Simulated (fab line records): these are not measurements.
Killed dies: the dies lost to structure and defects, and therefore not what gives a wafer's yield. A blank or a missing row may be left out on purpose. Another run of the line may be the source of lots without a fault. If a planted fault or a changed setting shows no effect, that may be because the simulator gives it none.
Commonality check across tools -- flow berkeley_cmos170 -- Sample size 14 lots and 48 wafers

## WHY THIS WAS OPENED
Of 14 lots, 2 have the reading NWELL_NITRIDE_THK flagged at UCB170_NWELL_THK_MEAS_05. No-fault wafers: 216.1 nm, standard deviation 2.1.
Rule: a lot is flagged in two cases, either no wafer of it has a number, or all its wafers with numbers fall more than 4 standard deviations from that mean. The other lots count as sound.

lot,measured,on,"NWELL_NITRIDE_THK (nm), wafer by wafer",flag
L348,day 2 06:37,film_metro-01,216.5 217.6 217.9,
L349,day 2 14:28,film_metro-02,214.2 215.0 214.7,
L350,day 2 20:02,film_metro-01,211.5 214.5 213.6,
L351,day 3 01:41,film_metro-01,216.3 214.6 215.5,
L352,day 3 07:11,film_metro-02,215.7 218.1 219.0,
L353,day 3 15:28,film_metro-02,204.4 205.1 206.7 204.4 204.9 206.7,FLAGGED
L354,day 3 21:50,film_metro-02,214.9 215.7 216.3,
L355,day 3 21:51,film_metro-03,216.5 215.8 217.2,
L357,day 4 07:36,film_metro-01,204.6 202.8 203.4 204.7 202.9 203.4,FLAGGED
L364,day 5 20:41,film_metro-03,213.7 215.1 214.4,
L367,day 6 11:52,film_metro-03,215.4 216.7 214.3,
L368,day 6 17:16,film_metro-02,215.0 215.8 215.9,
L369,day 6 17:18,film_metro-01,218.1 217.0 215.9,
L370,day 7 01:01,film_metro-01,214.3 213.7 213.7,
The numbers of the flagged lots are 204.5 nm on average: -11.6 nm against the usual, or -6 standard deviations.

## TOOL THAT RAN EACH LOT
The record holds 1 process step before the reading, out of a route of 331 steps. Each cell gives the tool, then ch followed by the chambers the sampled wafers passed through, then the start.
lot,flag,UCB170_NWELL_CVD_04
L348,,"lpcvd-02 ch 0, day 2 04:40"
L349,,"lpcvd-01 ch 1, day 2 11:34"
L350,,"lpcvd-01 ch 0, day 2 18:05"
L351,,"lpcvd-01 ch 1, day 2 23:43"
L352,,"lpcvd-02 ch 1, day 3 05:14"
L353,FLAGGED,"lpcvd-01 ch 0, day 3 13:30"
L354,,"lpcvd-02 ch 1, day 3 18:56"
L355,,"lpcvd-02 ch 1, day 3 18:56"
L357,FLAGGED,"lpcvd-01 ch 1, day 4 05:39"
L364,,"lpcvd-02 ch 1, day 5 16:19"
L367,,"lpcvd-02 ch 0, day 6 08:58"
L368,,"lpcvd-01 ch 1, day 6 15:20"
L369,,"lpcvd-01 ch 0, day 6 15:20"
L370,,"lpcvd-02 ch 1, day 6 23:04"
What is done by these steps:
- UCB170_NWELL_CVD_04: deposits Si3N4 from SiH2Cl2/NH3, target thk 224 nm, time 3238 s.
- UCB170_NWELL_THK_MEAS_05

## FLAGGED AGAINST TOTAL, ONE TOOL AT A TIME (gauges that did the reading follow at the end)
step,tool,lots run,flagged,share of the flagged lots,sound lots run after its first flagged lot
UCB170_NWELL_CVD_04,lpcvd-01,7,2,all,"2 (L368,L369)"
UCB170_NWELL_CVD_04,lpcvd-02,7,0,none,-
UCB170_NWELL_THK_MEAS_05,film_metro-01,6,1,some,"2 (L369,L370)"
UCB170_NWELL_THK_MEAS_05,film_metro-02,5,1,some,"2 (L354,L368)"
UCB170_NWELL_THK_MEAS_05,film_metro-03,3,0,none,-

## WHAT IS ALLOWED BY THE TABLE
1 row of the table ran every flagged lot: lpcvd-01 at UCB170_NWELL_CVD_04.
- lpcvd-01 at UCB170_NWELL_CVD_04: 2 of its 7 lots flagged. Sound lots followed the first flagged one (L368, L369) on it, something a lasting fault affecting the whole tool could not allow. Its own readings lie more than 4 standard deviations out on every wafer of the flagged lots: sih2cl2_flow_sccm.
No row of the table ran every flagged lot and no sound lot after the first.

## WHAT THE SIMULATOR PUT IN
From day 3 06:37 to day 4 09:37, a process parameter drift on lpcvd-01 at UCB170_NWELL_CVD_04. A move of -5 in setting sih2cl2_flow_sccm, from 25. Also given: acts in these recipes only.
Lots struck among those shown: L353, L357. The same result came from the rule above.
